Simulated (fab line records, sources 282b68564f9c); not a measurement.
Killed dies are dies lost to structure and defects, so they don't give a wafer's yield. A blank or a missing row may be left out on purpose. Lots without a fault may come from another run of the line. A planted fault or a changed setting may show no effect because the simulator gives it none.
fab line records | flow rit_cmos
record lots=14 wafers=42 last_day=8
route steps=202 shown ACTIVE@5 PWELL@45 GATE@93 CONTACT@168 M1@202
lots that met no fault: from a run of the same line without faults
start_h: hours from the record's first day to the start of the lot's first wafer shown | wait_h: hours since the lot's step before | " the same as in the row above | L1.1+2: a row that stands for several wafers | - no value, or no start given | * or withheld: withheld | < > ~ a bound
route shown NAME@n: a module of which the file shows steps, and the number in the route of the first | usual: mean/standard deviation of fault-free wafers | same: alike in all rows | chamber/n: place in a boat | sites: the reading at each site | _std_site: their standard deviation | _edge_site: outer sites' mean less inner sites' | radius_mm: how far each site lies from the wafer's centre | mask NAME#n: copy n | behind: the tool/chamber that last shaped the wafer | hold: why the lot was held/for how many hours/how that ended | device: the transistor (n, p or np) that didn't switch | end of line: the same wafers' tests at the end of the route | a step without rows: its recipe alone | killed: dies lost to structure and defects at the first sort, not the wafer's yield | map: a wafer's dies, x killed, . not, _ none there
set.NAME: the setting as run; set.NAME@STEP: as run at that earlier step | model.NAME: the simulator's own value behind a step, which no gauge read
steps of the route over a sample of lots; a table a step, a row a wafer
services: from which hour (start_h, from the record's first day; less than 0 if before it) a tool's chamber was out of use, for how many hours, and why
## steps
# step RIT_ACTIVE_THK_MEAS_04
# recipe reads=Si3N4_of_ACTIVE_CVD_03
# usual ACTIVE_NITRIDE_THK=149.2/1.5
# columns lot.wafer tool chamber start_h wait_h ACTIVE_NITRIDE_THK[nm]
L233.2 film_metro-04 - 18.54 0.0 152.0
L233.3 " - " " 152.0
L233.5 " - " " 151.9
L234.2 film_metro-03 - 24.76 0.0 150.9
L234.4 " - " " 150.7
L234.5 " - " " 149.9
L236.1 film_metro-03 - 33.57 0.0 150.6
L236.4 " - " " 149.9
L236.5 " - " " 148.3
L238.3 film_metro-02 - 44.86 0.0 149.5
L238.4 " - " " 148.8
L238.5 " - " " 149.6
L239.1 film_metro-04 - 49.24 0.0 148.5
L239.2 " - " " 148.7
L239.6 " - " " 148.4
L240.2 film_metro-03 - 55.56 0.0 150.2
L240.4 " - " " 149.9
L240.6 " - " " 150.3
L241.1 film_metro-03 - 59.64 0.0 148.1
L241.3 " - " " 148.3
L241.4 " - " " 148.5
L243.2 film_metro-02 - 69.83 0.0 148.3
L243.4 " - " " 150.1
L243.6 " - " " 151.5
L244.3 film_metro-03 - 74.16 0.0 147.1
L244.4 " - " " 147.7
L244.5 " - " " 147.4
L246.3 film_metro-03 - 86.88 0.0 147.4
L246.4 " - " " 148.1
L246.6 " - " " 146.8
L249.3 film_metro-03 - 100.16 0.0 148.9
L249.4 " - " " 148.1
L249.5 " - " " 148.5
L250.2 film_metro-03 - 103.54 0.0 146.5
L250.3 " - " " 146.7
L250.6 " - " " 146.9
L253.3 film_metro-03 - 121.03 0.0 149.1
L253.4 " - " " 149.3
L253.6 " - " " 149.8
L254.2 film_metro-04 - 127.37 0.0 149.1
L254.3 " - " " 150.7
L254.6 " - " " 150.3
# step RIT_PWELL_OVL_MEAS_06
# usual PWELL_OVL=-0.4/1.4
# columns lot.wafer tool chamber start_h wait_h PWELL_OVL[nm]
L233.2 overlay-01 - 28.59 - 0.1
L233.3 " - " " 1.2
L233.5 " - " " -1.4
L234.2 overlay-02 - 33.06 - 1.0
L234.4 " - " " 1.6
L234.5 " - " " -0.8
L236.1 overlay-01 - 44.74 - -1.2
L236.4 " - " " 0.6
L236.5 " - " " 1.1
L238.3 overlay-01 - 58.03 - -1.2
L238.4 " - " " 0.3
L238.5 " - " " 1.4
L239.1 overlay-01 - 60.79 - 2.9
L239.2 " - " " -1.4
L239.6 " - " " -1.1
L240.2 overlay-01 - 63.98 - -1.1
L240.4 " - " " -0.6
L240.6 " - " " -1.6
L241.1 overlay-01 - 72.72 - -2.3
L241.3 " - " " -0.3
L241.4 " - " " -1.5
L243.2 overlay-01 - 78.33 - -0.7
L243.4 " - " " -1.3
L243.6 " - " " -1.9
L244.3 overlay-01 - 87.13 - -0.1
L244.4 " - " " -2.8
L244.5 " - " " -3.7
L246.3 overlay-01 - 96.84 - -0.4
L246.4 " - " " 0.2
L246.6 " - " " 0.4
L249.3 overlay-01 - 111.30 - 0.2
L249.4 " - " " 1.4
L249.5 " - " " 1.0
L250.2 overlay-02 - 118.46 - 0.5
L250.3 " - " " 0.1
L250.6 " - " " 0.4
L253.3 overlay-01 - 135.51 - -0.7
L253.4 " - " " 1.7
L253.6 " - " " 0.7
L254.2 overlay-02 - 140.63 - -0.5
L254.3 " - " " 0.3
L254.6 " - " " 1.1
# step RIT_GATE_OVL_MEAS_17
# usual GATE_OVL=-0.1/1.3
# columns lot.wafer tool chamber start_h wait_h GATE_OVL[nm]
L233.2 overlay-02 - 44.83 0.1 0.6
L233.3 " - " " 0.2
L233.5 " - " " 1.3
L234.2 overlay-01 - 47.70 0.1 -1.3
L234.4 " - " " -0.5
L234.5 " - " " -1.1
L236.1 overlay-01 - 62.15 0.1 -0.3
L236.4 " - " " 1.6
L236.5 " - " " -0.3
L238.3 overlay-02 - 74.46 0.1 0.9
L238.4 " - " " -0.4
L238.5 " - " " 0.1
L239.1 overlay-01 - 76.23 0.1 1.0
L239.2 " - " " 0.8
L239.6 " - " " -0.8
L240.2 overlay-02 - 78.37 0.1 -0.4
L240.4 " - " " -0.3
L240.6 " - " " 1.6
L241.1 overlay-01 - 89.11 0.1 -0.6
L241.3 " - " " -0.8
L241.4 " - " " 0.2
L243.2 overlay-01 - 92.86 0.1 1.1
L243.4 " - " " 0.8
L243.6 " - " " 2.1
L244.3 overlay-01 - 101.87 0.1 -2.0
L244.4 " - " " -1.0
L244.5 " - " " -0.5
L246.3 overlay-01 - 116.49 0.1 1.8
L246.4 " - " " 0.6
L246.6 " - " " 0.6
L249.3 overlay-02 - 136.49 0.1 -0.5
L249.4 " - " " -1.1
L249.5 " - " " 0.4
L250.2 overlay-02 - 141.34 0.1 -1.6
L250.3 " - " " -0.1
L250.6 " - " " -0.8
L253.3 overlay-02 - 158.84 0.1 -0.5
L253.4 " - " " -0.3
L253.6 " - " " -0.3
L254.2 overlay-01 - 164.26 0.1 -1.8
L254.3 " - " " -2.0
L254.6 " - " " -1.9
# step RIT_CONTACT_CVD_00
# recipe material=SiO2 target_thk_nm=400 precursor=TEOS temp_c=390 time_s=61 rf_w=400
# usual heater_power_w=311/49
# columns lot.wafer tool chamber start_h wait_h heater_power_w
L233.2 pecvd-02 1 62.06 0.0 277
L233.3 " 2 " " 222
L233.5 " 1 " " 200
L234.2 pecvd-01 2 63.87 0.0 306
L234.4 " 0 " " 294
L234.5 " 1 " " 339
L236.1 pecvd-02 2 76.25 0.1 252
L236.4 " 1 " " 276
L236.5 " 2 " " 265
L238.3 pecvd-03 1 88.22 0.0 353
L238.4 " 0 " " 362
L238.5 " 2 " " 340
L239.1 pecvd-02 2 91.27 0.1 239
L239.2 " 1 " " 254
L239.6 " 0 " " 325
L240.2 pecvd-01 1 93.39 0.0 371
L240.4 " 0 " " 334
L240.6 " 2 " " 268
L241.1 pecvd-03 0 102.94 0.1 318
L241.3 " 2 " " 334
L241.4 " 2 " " 355
L243.2 pecvd-01 2 107.24 0.0 292
L243.4 " 2 " " 309
L243.6 " 1 " " 300
L244.3 pecvd-03 2 116.33 0.0 345
L244.4 " 1 " " 395
L244.5 " 0 " " 367
L246.3 pecvd-01 0 133.44 0.0 299
L246.4 " 1 " " 273
L246.6 " 2 " " 268
L249.3 pecvd-01 1 153.02 0.0 285
L249.4 " 2 " " 289
L249.5 " 1 " " 312
L250.2 pecvd-03 1 159.97 0.0 416
L250.3 " 2 " " 368
L250.6 " 1 " " 309
L253.3 pecvd-01 2 173.75 0.0 269
L253.4 " 2 " " 276
L253.6 " 0 " " 296
L254.2 pecvd-02 0 182.50 0.0 319
L254.3 " 2 " " 236
L254.6 " 2 " " 250
# step RIT_CONTACT_THK_MEAS_01
# recipe reads=SiO2_of_CONTACT_CVD_00
# usual CONTACT_TEOS_THK=401/5.9
# columns lot.wafer tool chamber start_h wait_h hold CONTACT_TEOS_THK[nm]
L233.2 film_metro-02 - 62.12 0.0 - 402
L233.3 " - " " - 400
L233.5 " - " " - 409
L234.2 film_metro-03 - 63.93 0.0 - 390
L234.4 " - " " - 395
L234.5 " - " " - 401
L236.1 film_metro-01 - 76.30 0.0 - 404
L236.4 " - " " - 407
L236.5 " - " " - 410
L238.3 film_metro-01 - 88.29 0.0 - 400
L238.4 " - " " - 409
L238.5 " - " " - 411
L239.1 film_metro-03 - 91.32 0.0 - 410
L239.2 " - " " - 399
L239.6 " - " " - 408
L240.2 film_metro-02 - 93.45 0.0 - 397
L240.4 " - " " - 401
L240.6 " - " " - 397
L241.1 film_metro-02 - 102.99 0.0 - 396
L241.3 " - " " - 395
L241.4 " - " " - 404
L243.2 film_metro-03 - 107.30 0.0 - 392
L243.4 " - " " - 404
L243.6 " - " " - 407
L244.3 film_metro-02 - 116.40 0.0 - 392
L244.4 " - " " - 399
L244.5 " - " " - 399
L246.3 film_metro-03 - 133.51 0.0 - 394
L246.4 " - " " - 400
L246.6 " - " " - 398
L249.3 film_metro-01 - 153.09 0.0 await_dispo/0.2h/release 369
L249.4 " - " " await_dispo/0.2h/release 375
L249.5 " - " " await_dispo/0.2h/release 378
L249.3 film_metro-01 - 153.32 0.2 - 369
L249.4 " - " " - 375
L249.5 " - " " - 377
L250.2 film_metro-01 - 160.03 0.0 - 397
L250.3 " - " " - 397
L250.6 " - " " - 403
L253.3 film_metro-03 - 173.82 0.0 await_dispo/0.2h/release 362
L253.4 " - " " await_dispo/0.2h/release 372
L253.6 " - " " await_dispo/0.2h/release 373
L253.3 film_metro-03 - 174.05 0.2 - 362
L253.4 " - " " - 371
L253.6 " - " " - 373
L254.2 film_metro-03 - 182.56 0.0 - 393
L254.3 " - " " - 402
L254.6 " - " " - 406
# step RIT_M1_PROBE_99
# usual killed_at_contacts=0.0/0.22 killed_at_front_end=6.6/2.7 killed_dies=6.7/2.7 killed_on_rim=1.7/1.4 killed_open=3.4/2 killed_short=3.2/1.8
# same gross_dies=264 killed_at_M0_to_M3=0 killed_at_M4_up=0 killed_at_back_side=0 killed_at_other=0
# columns lot.wafer tool chamber start_h wait_h killed_at_contacts killed_at_front_end killed_dies killed_on_rim killed_open killed_short
L244.3 prober-02 - 122.80 0.2 0 5 5 3 4 1
L244.4 prober-02 - 122.85 0.2 0 3 3 0 1 2
L244.5 prober-02 - 122.90 0.2 0 2 2 0 1 1
L246.3 prober-02 - 140.07 0.2 0 5 5 3 2 2
L246.4 prober-02 - 140.12 0.2 0 8 8 3 4 3
L246.6 prober-02 - 140.22 0.2 0 4 4 2 2 2
L249.3 prober-01 - 164.71 0.2 0 5 5 3 3 2
L249.4 prober-01 - 164.76 0.2 0 5 5 0 2 3
L249.5 prober-01 - 164.81 0.2 0 5 5 0 2 3
L253.3 prober-02 - 183.23 0.2 0 9 9 4 5 4
L253.4 prober-02 - 183.28 0.2 0 10 10 3 1 9
L253.6 prober-02 - 183.38 0.2 0 7 7 1 3 4
# killed by level:class
L244.3 FOX2:geometric_particle:open=2 GATE:geometric_particle:open=2 SPACER:geometric_particle:short=1
L244.4 GATE:geometric_particle:short=2 GATE:geometric_particle:open=1
L244.5 GATE:geometric_particle:short=1 SILICIDE:geometric_particle:open=1
L246.3 GATE:geometric_particle:open=2 GATE:geometric_particle:short=1 REOX:geometric_particle:short=1 PSD:coat_microbubble_printed=1
L246.4 GATE:geometric_particle:short=2 SPACER:geometric_particle:open=2 FOX2:geometric_particle:open=1 GATE:geometric_particle:open=1 REOX:geometric_particle:short=1 PSD:coat_microbubble_printed=1
L246.6 FOX1:geometric_particle:open=1 GATE:geometric_particle:short=1 SPACER:geometric_particle:short=1 SPACER:geometric_particle:open=1
L249.3 REOX:geometric_particle:open=3 GATE:geometric_particle:short=1 SPACER:geometric_particle:short=1
L249.4 FOX2:geometric_particle:short=2 GATE:geometric_particle:open=2 REOX:geometric_particle:short=1
L249.5 FOX1:geometric_particle:open=2 FOX1:geometric_particle:short=1 GATE:geometric_particle:short=1 SPACER:geometric_particle:short=1
L253.3 FOX1:geometric_particle:open=3 GATE:geometric_particle:short=2 FOX1:geometric_particle:short=1 GATE:geometric_particle:open=1 SPACER:geometric_particle:open=1 SILICIDE:geometric_particle:short=1
L253.4 GATE:geometric_particle:short=6 FOX1:geometric_particle:short=2 FOX1:geometric_particle:open=1 FOX2:geometric_particle:short=1
L253.6 GATE:geometric_particle:short=3 GATE:geometric_particle:open=2 FOX1:geometric_particle:open=1 SILICIDE:geometric_particle:short=1
## services
# columns tool chamber start_h hours kind
pecvd-03 - 46.82 2.8 pm
pecvd-02 - 131.53 1.4 repair
## key
first_sign step=RIT_CONTACT_THK_MEAS_01 reading=visit direction=added
effect step=RIT_CONTACT_THK_MEAS_01 reading=CONTACT_TEOS_THK direction=down sigmas=5 usual=401 struck=371
met_at RIT_CONTACT_CVD_00
struck_lots L249,L253
tester_left_out L249,L253
not_acting_at RIT_ACTIVE_THK_MEAS_04,RIT_PWELL_OVL_MEAS_06,RIT_GATE_OVL_MEAS_17
onset_between 133.44 153.02
fault kind=site_profile_drift tool=pecvd-01 chamber=- onset_h=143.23 steps=RIT_CONTACT_CVD_00 basis=fraction max_abs_drift=0.1428 slope_share_per_hr=71.398 site_pattern=0,0,0,0,0,-1,-1,-1,-1
# tester_left_out: of these lots the tester's yield and bins aren't shown, on N5 and GAA mostly nor the transistor test; their killed dies are dies lost to structure and defects alone, not to doping, threshold or leakage, so they don't give the yield
